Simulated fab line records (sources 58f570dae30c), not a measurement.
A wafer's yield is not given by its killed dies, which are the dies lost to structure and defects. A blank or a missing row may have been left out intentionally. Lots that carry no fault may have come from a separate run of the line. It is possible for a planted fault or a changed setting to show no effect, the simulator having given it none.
fab line records	flow berkeleyCmos170
record: lots: 5	wafers: 15	lastDay: 12
route steps=331 shown GATE@139 PLDD@145 NLDD@158
lots with no fault: from the same line, run without faults
startH: start of the lot's first displayed wafer, in hours after the record's first day	waitH: how many hours have passed since the lot's step before this one	" identical to the entry in the row above	L1.1+2: one row covering several wafers at once	- no value, or no start given	* or withheld: withheld	< > ~ a bound
route shown NAME@n: names a module that has steps shown in the file, with the first one's number in the route	usual: mean and standard deviation over wafers with no fault	same: alike in all rows	chamber/n: place in a boat	sites: each site's reading	_std_site: the values' standard deviation	_edge_site: outer sites' mean less inner sites'	radiusMm: for every site, how far away it sits from the centre of the wafer	mask NAME#n: copy n	behind: the tool/chamber that last shaped the wafer	hold: reason for holding the lot/hours on hold/outcome of the hold	device: names the non-switching transistor (n, p or np)	end of line: tests run on the same wafers once the route is complete	step lacking rows: just its recipe	killed: the dies lost at the first sort to structure and to defects; this is not the yield of the wafer	map: per-die view of a wafer (x killed, . not killed, _ where there is no die)
set.NAME: the setting that was run; set.NAME@STEP: the one run at that earlier step	model.NAME: the simulator's own value behind a step, which no gauge read
lots at selected steps of the route; one table per step, one row per wafer
services: a tool's chamber out of use, with start hour (startH, from the record's first day; less than 0 if before it), hours out, and reason
== steps ==
step: UCB170_GATE_OVL_MEAS_13
usual: GATE_OVL: -1/5.8
lot.wafer	tool	chamber	startH	waitH	GATE_OVL[nm]
L076.1	overlay-01	-	165.95	0.1	4
L076.4	"	-	"	"	7
L076.6	"	-	"	"	-4
L080.1	overlay-01	-	169.11	0.1	0
L080.2	"	-	"	"	0
L080.4	"	-	"	"	0
L089.1	overlay-01	-	214.30	0.1	-7
L089.5	"	-	"	"	-9
L089.6	"	-	"	"	-2
L094.2	overlay-02	-	242.94	0.1	6
L094.3	"	-	"	"	9
L094.5	"	-	"	"	12
L095.1	overlay-01	-	243.21	0.1	-4
L095.2	"	-	"	"	-8
L095.6	"	-	"	"	-10
step: UCB170_GATE_ETCH_14
recipe: chemistry: N2/H2	targetDepthA: withheld	overetchA: withheld	target: BARC	timeS: withheld	sourceW: 509.7	biasW: 100	pressureMtorr: 30	n2FlowSccm: 100	h2FlowSccm: 200
usual: drypumpMotorCurrentA: 5.5/0.5	oesProductAu: 1.009/0.026	throttleValvePct: 13.32/0.13
lot.wafer	tool	chamber	startH	waitH	drypumpMotorCurrentA	oesProductAu	throttleValvePct
L076.1	rieDiel-04	0	165.98	0.0	5.0	0.994	13.54
L076.4	"	3	"	"	5.6	1.000	13.27
L076.6	"	3	"	"	5.5	0.995	13.28
L080.1	rieDiel-04	1	169.15	0.0	6.4	1.025	13.44
L080.2	"	3	"	"	5.6	0.997	13.29
L080.4	"	0	"	"	5.0	1.001	13.54
L089.1	rieDiel-04	3	214.34	0.0	5.7	0.995	13.28
L089.5	"	0	"	"	5.0	1.013	13.53
L089.6	"	3	"	"	5.6	1.002	13.27
L094.2	rieDiel-02	1	242.97	0.0	5.1	0.945	13.40
L094.3	"	0	"	"	4.8	1.014	13.16
L094.5	"	2	"	"	5.5	1.016	13.42
L095.1	rieDiel-04	2	243.25	0.0	5.7	1.004	13.58
L095.2	"	3	"	"	5.5	1.015	13.28
L095.6	"	2	"	"	5.7	1.008	13.59
step: UCB170_GATE_ETCH_15
recipe: chemistry: HBr/Cl2	target: poly-Si	stopOn: SiO2	overEtchFrac: 0.3	icpW: 300	biasW: 150	timeS: 56.3	pressureMtorr: 15	HBr_flow_sccm: 150	Cl2_flow_sccm: 50	targetDepthA: 2782
usual: drypumpMotorCurrentA: 5.6/0.53	oesProductAu: 0.840/0.014	throttleValvePct: 26.39/0.25
lot.wafer	tool	chamber	startH	waitH	drypumpMotorCurrentA	oesProductAu	rfHoursCounterH	throttleValvePct
L076.1	rieSi-01	3	166.03	-	6.0	0.842	115	26.34
L076.4	"	1	"	"	5.9	0.850	1	26.74
L076.6	"	1	"	"	5.9	0.857	-	26.73
L080.1	rieSi-01	0	169.19	-	4.9	0.851	95	26.16
L080.2	"	1	"	"	5.8	0.841	1	26.73
L080.4	"	3	"	"	6.0	0.851	115	26.34
L089.1	rieSi-02	3	214.38	-	5.7	0.855	1	26.68
L089.5	"	0	"	"	5.0	0.825	-	26.48
L089.6	"	1	"	"	5.4	0.837	-	26.52
L094.2	rieSi-01	0	243.01	-	4.9	0.838	96	26.16
L094.3	"	1	"	"	5.9	0.851	2	26.74
L094.5	"	0	"	"	4.9	0.845	-	26.17
L095.1	rieSi-02	3	243.29	-	5.7	0.864	1	26.67
L095.2	"	1	"	"	5.4	0.843	49	26.51
L095.6	"	0	"	"	5.1	0.825	-	26.48
step: UCB170_GATE_STRIP_16
recipe: chemistry: O2	powerW: 400	pressureMtorr: 3500	platenTempC: withheld	o2FlowSccm: 400	overashFraction: 0.5
usual: drypumpMotorCurrentA: 5.5/0.37	oesProductAu: 0.724/0.0047
lot.wafer	tool	chamber	startH	waitH	drypumpMotorCurrentA	oesProductAu	rfHoursCounterH
L076.1	plasmaAsher-01	1	166.07	0.0	5.1	0.724	6
L076.4	"	1	"	"	5.1	0.733	-
L076.6	"	0	"	"	5.7	0.721	-
L080.1	plasmaAsher-01	1	169.24	0.0	5.1	0.724	7
L080.2	"	0	"	"	5.7	0.729	7
L080.4	"	0	"	"	5.7	0.735	-
L089.1	plasmaAsher-01	1	214.43	0.0	5.1	0.726	13
L089.5	"	0	"	"	5.7	0.718	-
L089.6	"	1	"	"	5.1	0.716	-
L094.2	plasmaAsher-03	0	243.06	0.0	5.7	0.730	55
L094.3	"	0	"	"	5.7	0.729	-
L094.5	"	1	"	"	5.2	0.726	-
L095.1	plasmaAsher-01	0	243.34	0.0	5.7	0.726	16
L095.2	"	1	"	"	5.1	0.723	16
L095.6	"	1	"	"	5.1	0.728	-
step: UCB170_GATE_CD_MEAS_90
recipe: targetCdNm: 350
usual: cdNm: 349.5/1.7
lot.wafer	tool	chamber	startH	waitH	cdNm
L076.1	cdSem-01	-	166.17	0.1	352.9
L076.4	"	-	"	"	350.1
L076.6	"	-	"	"	352.0
L080.1	cdSem-02	-	169.34	0.1	346.5
L080.2	"	-	"	"	347.1
L080.4	"	-	"	"	350.7
L089.1	cdSem-02	-	214.53	0.1	349.8
L089.5	"	-	"	"	351.4
L089.6	"	-	"	"	350.8
L094.2	cdSem-02	-	243.23	0.1	349.7
L094.3	"	-	"	"	346.5
L094.5	"	-	"	"	349.4
L095.1	cdSem-01	-	243.44	0.1	348.9
L095.2	"	-	"	"	348.2
L095.6	"	-	"	"	347.8
step: UCB170_GATE_CLEAN_17
recipe: chemistry: SPM	tempC: 120	timeS: 600
lot.wafer	tool	chamber	startH	waitH
L076.1+4+6	wetBench-04	1	166.29	0.1
L080.1+2+4	wetBench-04	1	169.46	0.1
L089.1+5+6	wetBench-04	1	214.65	0.1
L094.2+3+5	wetBench-04	1	243.33	0.1
L095.1+2+6	wetBench-04	2	243.56	0.1
step: UCB170_PLDD_HMDS_00
recipe: primeTimeS: 60	primeTempC: 100
usual: chillPlateTempC: 23.01/0.11
lot.wafer	tool	chamber	startH	waitH	chillPlateTempC
L076.1	lithoTrack-02	0	166.79	0.3	23.16
L076.4	"	0	"	"	22.97
L076.6	"	0	"	"	22.98
L080.1	lithoTrack-02	0	170.39	0.8	23.00
L080.2	"	0	"	"	23.24
L080.4	"	0	"	"	23.03
L089.1	lithoTrack-01	0	215.00	0.2	23.03
L089.5	"	0	"	"	22.91
L089.6	"	0	"	"	23.04
L094.2	lithoTrack-03	0	244.06	0.6	23.14
L094.3	"	0	"	"	23.33
L094.5	"	0	"	"	23.13
L095.1	lithoTrack-02	0	244.14	0.4	23.20
L095.2	"	0	"	"	23.07
L095.6	"	0	"	"	23.20
step: UCB170_PLDD_COAT_01
recipe: resist: KrF	spinRpm: 1500	resistThkNm: 900
usual: chillPlateTempC: 23.02/0.11
lot.wafer	tool	chamber	startH	waitH	chillPlateTempC
L076.1	lithoTrack-02	0	166.94	0.1	22.92
L076.4	"	0	"	"	23.03
L076.6	"	0	"	"	22.82
L080.1	lithoTrack-02	0	170.54	0.1	23.17
L080.2	"	0	"	"	23.17
L080.4	"	0	"	"	22.96
L089.1	lithoTrack-01	0	215.15	0.1	23.09
L089.5	"	0	"	"	23.21
L089.6	"	0	"	"	23.11
L094.2	lithoTrack-03	0	244.21	0.1	23.08
L094.3	"	0	"	"	23.11
L094.5	"	0	"	"	23.10
L095.1	lithoTrack-02	0	244.29	0.1	23.15
L095.2	"	0	"	"	23.09
L095.6	"	0	"	"	23.16
step: UCB170_PLDD_SOFTBAKE_02
recipe: resist: KrF	tempC: 130	timeS: 60
usual: chillPlateTempC: 23.00/0.11
lot.wafer	tool	chamber	startH	waitH	chillPlateTempC
L076.1	lithoTrack-02	0	167.09	0.1	22.85
L076.4	"	0	"	"	23.04
L076.6	"	0	"	"	23.05
L080.1	lithoTrack-02	0	170.69	0.1	22.98
L080.2	"	0	"	"	22.93
L080.4	"	0	"	"	23.07
L089.1	lithoTrack-01	0	215.30	0.1	23.10
L089.5	"	0	"	"	22.98
L089.6	"	0	"	"	23.04
L094.2	lithoTrack-03	0	244.36	0.1	22.95
L094.3	"	0	"	"	22.83
L094.5	"	0	"	"	23.06
L095.1	lithoTrack-02	0	244.44	0.1	22.97
L095.2	"	0	"	"	22.91
L095.6	"	0	"	"	23.04
step: UCB170_PLDD_EXPOSE_03
recipe: maskId: PSELECT	na: 0.5	sigmaOuter: 0.6	sourceShape: conventional	targetCdNm: 1200	doseMj: 30
usual: exposureDoseMJCm2: 29.996/0.027
lot.wafer	tool	chamber	startH	waitH	mask	exposureDoseMJCm2
L076.1	krfScanner-02	0	167.36	0.2	PSELECT#0	29.999
L076.4	"	0	"	"	PSELECT#0	29.997
L076.6	"	0	"	"	PSELECT#0	29.981
L080.1	krfScanner-01	0	170.96	0.2	PSELECT#0	30.008
L080.2	"	0	"	"	PSELECT#0	30.017
L080.4	"	0	"	"	PSELECT#0	30.003
L089.1	krfScanner-01	0	215.57	0.2	PSELECT#0	29.996
L089.5	"	0	"	"	PSELECT#0	30.014
L089.6	"	0	"	"	PSELECT#0	30.036
L094.2	krfScanner-01	0	244.59	0.2	PSELECT#0	30.032
L094.3	"	0	"	"	PSELECT#0	29.985
L094.5	"	0	"	"	PSELECT#0	29.997
L095.1	krfScanner-02	0	244.81	0.3	PSELECT#0	30.020
L095.2	"	0	"	"	PSELECT#0	30.015
L095.6	"	0	"	"	PSELECT#0	29.952
step: UCB170_PLDD_PEB_04
recipe: pebTempC: 130	pebTimeS: withheld	resist: KrF
usual: chillPlateTempC: 23.02/0.1
lot.wafer	tool	chamber	startH	waitH	chillPlateTempC
L076.1	lithoTrack-01	0	167.83	0.4	22.96
L076.4	"	0	"	"	23.04
L076.6	"	0	"	"	22.89
L080.1	lithoTrack-02	0	171.39	0.4	22.99
L080.2	"	0	"	"	23.08
L080.4	"	0	"	"	22.91
L089.1	lithoTrack-03	0	215.69	0.1	23.16
L089.5	"	0	"	"	23.04
L089.6	"	0	"	"	22.93
L094.2	lithoTrack-03	0	244.96	0.4	22.97
L094.3	"	0	"	"	22.85
L094.5	"	0	"	"	22.86
L095.1	lithoTrack-01	0	245.05	0.2	22.88
L095.2	"	0	"	"	22.85
L095.6	"	0	"	"	22.92
step: UCB170_PLDD_DEVELOP_05
recipe: developer: TMAH	developTimeS: 45	resist: KrF	devTempC: 21
usual: chillPlateTempC: 22.99/0.098
lot.wafer	tool	chamber	startH	waitH	chillPlateTempC
L076.1	lithoTrack-01	0	-	-	23.08
L076.4	"	0	"	"	22.91
L076.6	"	0	"	"	23.03
L080.1	lithoTrack-02	0	-	-	23.02
L080.2	"	0	"	"	23.06
L080.4	"	0	"	"	23.05
L089.1	lithoTrack-03	0	-	-	22.86
L089.5	"	0	"	"	22.85
L089.6	"	0	"	"	22.94
L094.2	lithoTrack-03	0	-	-	23.02
L094.3	"	0	"	"	22.99
L094.5	"	0	"	"	22.93
L095.1	lithoTrack-01	0	-	-	22.87
L095.2	"	0	"	"	23.14
L095.6	"	0	"	"	22.92
step: UCB170_PLDD_CD_MEAS_06
recipe: targetCdNm: 1200
usual: cdNm: 1199.8/1.3
lot.wafer	tool	chamber	startH	waitH	cdNm
L076.1	cdSem-02	-	168.10	-	1200.6
L076.4	"	-	"	"	1199.9
L076.6	"	-	"	"	1201.6
L080.1	cdSem-01	-	171.66	-	1199.1
L080.2	"	-	"	"	1200.1
L080.4	"	-	"	"	1198.9
L089.1	cdSem-02	-	215.97	-	1201.0
L089.5	"	-	"	"	1201.6
L089.6	"	-	"	"	1201.6
L094.2	cdSem-02	-	245.23	-	1200.6
L094.3	"	-	"	"	1201.0
L094.5	"	-	"	"	1200.4
L095.1	cdSem-01	-	245.33	-	1200.6
L095.2	"	-	"	"	1200.7
L095.6	"	-	"	"	1201.9
step: UCB170_PLDD_OVL_MEAS_07
usual: PLDD_OVL: 3/5.6
lot.wafer	tool	chamber	startH	waitH	PLDD_OVL[nm]
L076.1	overlay-02	-	168.22	0.1	8
L076.4	"	-	"	"	6
L076.6	"	-	"	"	8
L080.1	overlay-02	-	171.78	0.1	-4
L080.2	"	-	"	"	-6
L080.4	"	-	"	"	-5
L089.1	overlay-02	-	216.09	0.1	5
L089.5	"	-	"	"	8
L089.6	"	-	"	"	6
L094.2	overlay-02	-	245.34	0.1	2
L094.3	"	-	"	"	-2
L094.5	"	-	"	"	8
L095.1	overlay-01	-	245.45	0.1	-2
L095.2	"	-	"	"	-9
L095.6	"	-	"	"	3
step: UCB170_PLDD_IMPLANT_08
recipe: species: BF2	doseCm2: 5e+13	energyKev: 10	tiltDeg: 7	rotationDeg: 0
lot.wafer	tool	chamber	startH	waitH
L076.1+4+6	implanter-04	0	168.26	0.0
L080.1+2+4	implanter-01	0	171.82	0.0
L089.1+5+6	implanter-04	0	216.12	0.0
L094.2+3+5	implanter-01	0	245.39	0.0
L095.1+2+6	implanter-04	0	245.48	0.0
step: UCB170_PLDD_IMPLANT_09
recipe: species: BF2	doseCm2: 5e+13	energyKev: 10	tiltDeg: 7	rotationDeg: 180
lot.wafer	tool	chamber	startH	waitH
L076.1+4+6	implanter-04	0	168.41	0.1
L080.1+2+4	implanter-01	0	171.97	0.1
L089.1+5+6	implanter-04	0	216.27	0.1
L094.2+3+5	implanter-01	0	245.54	0.1
L095.1+2+6	implanter-04	0	245.63	0.1
step: UCB170_PLDD_STRIP_10
recipe: chemistry: O2	powerW: 400	pressureMtorr: 3500	platenTempC: withheld	o2FlowSccm: 400	overashFraction: 0.5
usual: drypumpMotorCurrentA: 5.7/0.41	oesProductAu: 0.735/0.0045	stripTimeToEndpointS: 21.63/0.074
lot.wafer	tool	chamber	startH	waitH	drypumpMotorCurrentA	oesProductAu	rfHoursCounterH	stripTimeToEndpointS
L076.1	plasmaAsher-02	0	168.56	0.1	5.2	0.741	39	21.57
L076.4	"	1	"	"	6.1	0.735	-	21.51
L076.6	"	1	"	"	6.2	0.737	-	21.52
L080.1	plasmaAsher-02	1	172.12	0.1	6.1	0.742	39	21.63
L080.2	"	0	"	"	5.2	0.732	39	21.68
L080.4	"	1	"	"	6.1	0.729	-	21.56
L089.1	plasmaAsher-04	0	216.42	0.1	6.0	0.731	46	21.64
L089.5	"	1	"	"	6.1	0.737	-	21.75
L089.6	"	0	"	"	6.0	0.729	-	21.62
L094.2	plasmaAsher-04	0	245.67	0.1	6.0	0.736	49	21.55
L094.3	"	0	"	"	6.0	0.731	-	21.53
L094.5	"	0	"	"	6.0	0.742	-	21.55
L095.1	plasmaAsher-02	0	245.78	0.1	5.2	0.740	48	21.68
L095.2	"	1	"	"	6.1	0.736	48	21.63
L095.6	"	0	"	"	5.2	0.739	-	21.52
step: UCB170_PLDD_TW_MEAS_11
usual: PLDD_TW: 1004/7.8
lot.wafer	tool	chamber	startH	waitH	PLDD_TW
L076.1	filmMetro-03	-	168.66	0.1	1010
L076.4	"	-	"	"	1013
L076.6	"	-	"	"	1008
L080.1	filmMetro-01	-	172.22	0.1	993
L080.2	"	-	"	"	995
L080.4	"	-	"	"	996
L089.1	filmMetro-03	-	216.52	0.1	1015
L089.5	"	-	"	"	1018
L089.6	"	-	"	"	1012
L094.2	filmMetro-03	-	245.78	0.1	1012
L094.3	"	-	"	"	1011
L094.5	"	-	"	"	1006
L095.1	filmMetro-01	-	245.88	0.1	1005
L095.2	"	-	"	"	1009
L095.6	"	-	"	"	1005
step: UCB170_PLDD_CLEAN_12
recipe: chemistry: SPM	tempC: 120	timeS: 600
lot.wafer	tool	chamber	startH	waitH
L076.1+4+6	wetBench-04	0	168.72	0.1
L080.1+2+4	wetBench-01	1	172.31	0.1
L089.1+5+6	wetBench-01	0	216.58	0.1
L094.2+3+5	wetBench-01	0	245.96	0.2
L095.1+2+6	wetBench-01	1	245.96	0.1
step: UCB170_NLDD_HMDS_00
recipe: primeTimeS: 60	primeTempC: 100
usual: chillPlateTempC: 23.03/0.12
lot.wafer	tool	chamber	startH	waitH	chillPlateTempC
L076.1	lithoTrack-01	0	169.28	0.4	23.03
L076.4	"	0	"	"	22.92
L076.6	"	0	"	"	22.88
L080.1	lithoTrack-03	0	172.63	0.2	22.93
L080.2	"	0	"	"	23.01
L080.4	"	0	"	"	23.10
L089.1	lithoTrack-03	0	216.93	0.2	23.01
L089.5	"	0	"	"	23.08
L089.6	"	0	"	"	23.11
L094.2	lithoTrack-04	0	246.26	0.1	22.95
L094.3	"	0	"	"	23.06
L094.5	"	0	"	"	23.13
L095.1	lithoTrack-03	0	246.56	0.4	23.06
L095.2	"	0	"	"	23.17
L095.6	"	0	"	"	23.24
step: UCB170_NLDD_COAT_01
recipe: resist: KrF	spinRpm: 1500	resistThkNm: 900
usual: chillPlateTempC: 22.99/0.11
lot.wafer	tool	chamber	startH	waitH	chillPlateTempC
L076.1	lithoTrack-01	0	169.43	0.1	23.03
L076.4	"	0	"	"	23.05
L076.6	"	0	"	"	22.95
L080.1	lithoTrack-03	0	172.78	0.1	23.06
L080.2	"	0	"	"	22.82
L080.4	"	0	"	"	23.03
L089.1	lithoTrack-03	0	217.08	0.1	23.08
L089.5	"	0	"	"	23.04
L089.6	"	0	"	"	22.97
L094.2	lithoTrack-04	0	246.41	0.1	22.83
L094.3	"	0	"	"	22.89
L094.5	"	0	"	"	22.87
L095.1	lithoTrack-03	0	246.71	0.1	22.92
L095.2	"	0	"	"	22.93
L095.6	"	0	"	"	23.09
step: UCB170_NLDD_SOFTBAKE_02
recipe: resist: KrF	tempC: 130	timeS: 60
usual: chillPlateTempC: 23.02/0.11
lot.wafer	tool	chamber	startH	waitH	chillPlateTempC
L076.1	lithoTrack-01	0	169.58	0.1	22.95
L076.4	"	0	"	"	23.13
L076.6	"	0	"	"	23.05
L080.1	lithoTrack-03	0	172.93	0.1	23.05
L080.2	"	0	"	"	22.84
L080.4	"	0	"	"	22.91
L089.1	lithoTrack-03	0	217.23	0.1	23.16
L089.5	"	0	"	"	22.95
L089.6	"	0	"	"	22.99
L094.2	lithoTrack-04	0	246.56	0.1	22.96
L094.3	"	0	"	"	22.92
L094.5	"	0	"	"	22.78
L095.1	lithoTrack-03	0	246.86	0.1	23.09
L095.2	"	0	"	"	23.11
L095.6	"	0	"	"	23.14
step: UCB170_NLDD_EXPOSE_03
recipe: maskId: NSELECT	na: 0.5	sigmaOuter: 0.6	sourceShape: conventional	targetCdNm: 1200	doseMj: 30
usual: exposureDoseMJCm2: 30.00/0.032
lot.wafer	tool	chamber	startH	waitH	mask	exposureDoseMJCm2
L076.1	krfScanner-02	0	169.92	0.3	NSELECT#0	30.05
L076.4	"	0	"	"	NSELECT#0	30.01
L076.6	"	0	"	"	NSELECT#0	29.95
L080.1	krfScanner-02	0	173.08	0.1	NSELECT#0	29.96
L080.2	"	0	"	"	NSELECT#0	29.97
L080.4	"	0	"	"	NSELECT#0	29.95
L089.1	krfScanner-02	0	217.51	0.2	NSELECT#0	29.98
L089.5	"	0	"	"	NSELECT#0	30.03
L089.6	"	0	"	"	NSELECT#0	29.99
L094.2	krfScanner-01	0	246.70	0.1	NSELECT#0	30.02
L094.3	"	0	"	"	NSELECT#0	29.94
L094.5	"	0	"	"	NSELECT#0	29.90
L095.1	krfScanner-01	0	247.01	0.1	NSELECT#0	29.97
L095.2	"	0	"	"	NSELECT#0	30.01
L095.6	"	0	"	"	NSELECT#0	30.01
step: UCB170_NLDD_PEB_04
recipe: pebTempC: 130	pebTimeS: withheld	resist: KrF
usual: chillPlateTempC: 23.00/0.11
lot.wafer	tool	chamber	startH	waitH	chillPlateTempC
L076.1	lithoTrack-01	0	170.83	0.9	23.09
L076.4	"	0	"	"	23.00
L076.6	"	0	"	"	23.01
L080.1	lithoTrack-04	0	173.38	0.3	23.07
L080.2	"	0	"	"	22.79
L080.4	"	0	"	"	23.00
L089.1	lithoTrack-04	0	217.63	0.1	22.96
L089.5	"	0	"	"	22.84
L089.6	"	0	"	"	22.89
L094.2	lithoTrack-04	0	247.26	0.5	23.03
L094.3	"	0	"	"	23.09
L094.5	"	0	"	"	23.12
L095.1	lithoTrack-01	0	247.40	0.4	22.92
L095.2	"	0	"	"	23.05
L095.6	"	0	"	"	22.88
step: UCB170_NLDD_DEVELOP_05
recipe: developer: TMAH	developTimeS: 45	resist: KrF	devTempC: 21
usual: chillPlateTempC: 22.99/0.095
lot.wafer	tool	chamber	startH	waitH	chillPlateTempC
L076.1	lithoTrack-01	0	-	-	22.85
L076.4	"	0	"	"	23.19
L076.6	"	0	"	"	23.04
L080.1	lithoTrack-04	0	-	-	22.89
L080.2	"	0	"	"	23.08
L080.4	"	0	"	"	22.72
L089.1	lithoTrack-04	0	-	-	22.95
L089.5	"	0	"	"	22.86
L089.6	"	0	"	"	23.00
L094.2	lithoTrack-04	0	-	-	22.91
L094.3	"	0	"	"	22.99
L094.5	"	0	"	"	23.08
L095.1	lithoTrack-01	0	-	-	22.84
L095.2	"	0	"	"	23.03
L095.6	"	0	"	"	22.89
step: UCB170_NLDD_CD_MEAS_06
recipe: targetCdNm: 1200
usual: cdNm: 1200.0/1.2
lot.wafer	tool	chamber	startH	waitH	cdNm
L076.1	cdSem-02	-	171.10	-	1199.5
L076.4	"	-	"	"	1200.3
L076.6	"	-	"	"	1199.9
L080.1	cdSem-01	-	173.66	-	1201.2
L080.2	"	-	"	"	1200.8
L080.4	"	-	"	"	1199.6
L089.1	cdSem-01	-	217.90	-	1200.1
L089.5	"	-	"	"	1201.6
L089.6	"	-	"	"	1201.0
L094.2	cdSem-02	-	247.53	-	1198.9
L094.3	"	-	"	"	1198.4
L094.5	"	-	"	"	1200.2
L095.1	cdSem-02	-	247.68	-	1198.7
L095.2	"	-	"	"	1199.4
L095.6	"	-	"	"	1200.3
step: UCB170_NLDD_OVL_MEAS_07
usual: NLDD_OVL: -2/4
lot.wafer	tool	chamber	startH	waitH	NLDD_OVL[nm]
L076.1	overlay-02	-	171.22	0.1	5
L076.4	"	-	"	"	2
L076.6	"	-	"	"	-7
L080.1	overlay-01	-	173.78	0.1	-3
L080.2	"	-	"	"	-10
L080.4	"	-	"	"	-5
L089.1	overlay-02	-	218.02	0.1	-9
L089.5	"	-	"	"	-1
L089.6	"	-	"	"	0
L094.2	overlay-01	-	247.64	0.1	-1
L094.3	"	-	"	"	2
L094.5	"	-	"	"	1
L095.1	overlay-01	-	247.80	0.1	-4
L095.2	"	-	"	"	0
L095.6	"	-	"	"	3
== services ==
tool	chamber	startH	hours	kind
rieDiel-02	0	147.48	-	clean
rieDiel-02	0	147.48	36.2	scheduledDown
rieDiel-02	0	147.48	36.2	ventCycle
rieDiel-04	2	148.68	-	clean
rieDiel-04	2	148.68	15.4	scheduledDown
rieDiel-04	2	148.68	15.4	ventCycle
krfScanner-02	-	153.91	13.2	repair
plasmaAsher-04	-	159.68	0.6	repair
rieSi-02	-	160.83	14.6	pm
krfScanner-01	-	167.17	3.6	pm
krfScanner-02	-	170.75	1.3	pm
krfScanner-01	-	172.05	1.0	pm
krfScanner-01	-	173.05	1.3	pm
rieDiel-04	1	174.74	4.4	repair
rieSi-01	3	194.47	-	clean
rieSi-01	3	194.47	21.9	scheduledDown
rieSi-01	3	194.47	21.9	ventCycle
implanter-01	-	195.63	2.7	pm
plasmaAsher-02	-	216.29	3.6	repair
krfScanner-01	-	226.34	0.8	pm
rieDiel-04	0	241.28	4.8	repair
rieDiel-02	-	245.21	0.1	repair
krfScanner-02	-	245.92	1.0	pm
== key ==
fault none
